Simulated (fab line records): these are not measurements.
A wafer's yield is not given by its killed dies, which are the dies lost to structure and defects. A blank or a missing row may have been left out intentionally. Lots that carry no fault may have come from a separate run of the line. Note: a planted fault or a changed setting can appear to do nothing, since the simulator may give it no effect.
Lot-split experiment	flow berkeley cmos170	23 wafers read across 5 lots, on a route 331 steps long

## SPLIT DETAILS
At UCB170_V2_PEB_10, the setting peb temp c was moved away from the recipe's 130 C on 8 of the 23 wafers read, by -2.3% to +2.3%. The other wafers ran this setting at the recipe's value.

## FROM THE SPLIT TO THE READING: what the file shows between them, 4 steps
- UCB170_V2_DEVELOP_11: develop time 45 s
- UCB170_V2_CD_MEAS_12: target cd 700 nm
- UCB170_V2_ETCH_14: etches SiO2 in CHF3/CF4/Ar, stops on Al, target depth 1250 nm, time 291 s
- UCB170_V2_STRIP_15: strips in O2

## THE READING
cd nm at UCB170_V2_CD_MEAS_90, given in nm (cd target 700 nm). A value of 700.1 nm with a standard deviation of 1.5 nm is what fault-free wafers of this fab line usually give.

wafer	tool, chamber at the split	peb temp c as run, C	against the recipe	cd nm, nm	against lot-mates on the recipe
L074.1	litho track-01, 0	130	recipe	697.4	-
L074.2	litho track-01, 0	130	recipe	697.5	-
L074.3	litho track-01, 0	130	recipe	699.4	-
L074.5	litho track-01, 0	127	-2.3%	676.2	-21.9
L074.6	litho track-01, 0	127	-2.3%	676.1	-22.0
L080.2	litho track-03, 0	130	recipe	698.4	-
L080.3	litho track-03, 0	130	recipe	699.0	-
L080.4	litho track-03, 0	130	recipe	698.2	-
L081.1	litho track-03, 0	130	recipe	700.0	-
L081.2	litho track-03, 0	127.1	-2.2%	680.4	-20.1
L081.4	litho track-03, 0	130	recipe	701.0	-
L081.5	litho track-03, 0	127.1	-2.2%	678.0	-22.5
L081.6	litho track-03, 0	127.1	-2.2%	678.6	-21.9
L083.2	litho track-01, 0	130	recipe	700.9	-
L083.3	litho track-01, 0	130	recipe	701.1	-
L083.4	litho track-01, 0	130	recipe	699.9	-
L083.5	litho track-01, 0	130	recipe	700.9	-
L083.6	litho track-01, 0	130	recipe	702.4	-
L085.2	litho track-03, 0	133	+2.3%	716.1	+16.9
L085.3	litho track-03, 0	133	+2.3%	717.5	+18.3
L085.4	litho track-03, 0	130	recipe	698.8	-
L085.5	litho track-03, 0	133	+2.3%	716.7	+17.5
L085.6	litho track-03, 0	130	recipe	699.6	-

FIT RESULTS
A straight line over all 23 wafers: cd nm changes by +8.7 nm for each +1% of peb temp c; r = +0.99; the points scatter about the line by 1.8 nm.
The same after taking each lot's own level away (the mean of its wafers on the recipe; 23 wafers): +8.75 nm for each +1%; r = +0.99; scatter 1.3 nm.
The reading moves by 20 nm for the largest change in peb temp c, on that fit.
Across the lots, their own levels run from 698.10 to 701.04 nm, a range of 2.0 times the standard deviation given above.
The two slopes are in agreement: the lot-to-lot level therefore moves the slope only a little.
Check: with one of the wafers moved furthest among these (-2.3%) left out of the fit, the line predicts -20.8 nm for it against its lot-mates. Against them it came out at -21.9 nm.

## ADDITIONAL SPLITS CARRIED BY THESE WAFERS
Other splits were also applied to these wafers ahead of the reading. Each is held against what the fit with the lots' levels taken away leaves over:
other split on the same wafers	wafers away from the commonest value	r with cd nm (lot level and that fit taken away)
UCB170_V2_CMP_02 leave above ref nm	8	-0.16

## THE WHOLE CHAIN: every reading that the file lists as answering this split, in the file's order
step	what it does	reading	change (the file's fit)	r (the file's)
UCB170_V2_CD_MEAS_12	target cd 700 nm	cd nm	+9.03 nm for each +1% of the setting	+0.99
UCB170_V2_ETCH_14	etches SiO2 in CHF3/CF4/Ar, stops on Al, target depth 1250 nm, time 291 s	V2.cd nm (the simulator's own value, which no gauge read)	+8.91 nm for each +1% of the setting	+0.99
UCB170_V2_CD_MEAS_90	target cd 700 nm	cd nm	+8.91 nm for each +1% of the setting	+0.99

## FILE'S OWN FIT
cd nm changes by +8.91 nm for each +1% of peb temp c, r = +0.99.
